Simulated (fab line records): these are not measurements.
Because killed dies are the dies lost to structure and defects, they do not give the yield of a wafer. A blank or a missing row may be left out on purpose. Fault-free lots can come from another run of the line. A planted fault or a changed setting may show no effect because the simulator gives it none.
Matching of chambers ; flow berkeley_cmos170 ; rie_diel-01 running UCB170_NWELL_ETCH_13: 4 sister chambers
The step etches Si3N4 in CH3F/Ar/O2, stops on SiO2, target depth 246.4 nm, time 154 s. 8 wafers are shown with their chamber, then 10 later ones without.

WAFERS WITH THEIR CHAMBER
wafer;chamber;drypump_motor_current_A (A);throttle_valve_pct (%)
L076.3;0;6.5;8.16
L077.1;2;6.1;7.89
L079.2;3;5.5;8.07
L079.4;2;6.2;7.91
L083.1;3;5.6;8.07
L083.5;1;5.4;8.06
L088.1;1;5.4;8.06
L088.2;0;6.5;8.17

WAFERS MISSING THEIR CHAMBER
wafer;drypump_motor_current_A (A);throttle_valve_pct (%)
L088.6;6.1;7.88
L089.3;5.5;8.07
L089.5;5.6;8.08
L089.6;6.5;8.16
L091.3;5.4;8.04
L091.4;6.1;7.89
L091.6;6.1;7.89
L096.1;6.1;7.90
L096.2;5.6;8.07
L096.5;6.5;8.15

WHICH CHAMBER EACH WENT THROUGH
wafer;from the rows above;in truth
L088.6;2;2
L089.3;can't be placed: 3 or 1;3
L089.5;3;3
L089.6;0;0
L091.3;1;1
L091.4;2;2
L091.6;2;2
L096.1;2;2
L096.2;3;3
L096.5;0;0
Placed correctly: 9 of 10. Not placeable from these rows: 1 (in 1, the candidates include the true chamber). Number placed wrongly: 0.
How it was worked out, from the rows above alone: a wafer's distance from a chamber is the root of the sum, over the readings, of the square of ((its reading less the chamber's mean) divided by the reading's scatter). The wafer belongs to the nearest chamber; if the next one is less than 2 further off, it can't be placed. For every chamber, the mean is computed from those of its wafers that are shown. The scatter: the root of (the sum of the squares of (reading less its chamber's mean) over the shown wafers, divided by (wafers less chambers)).
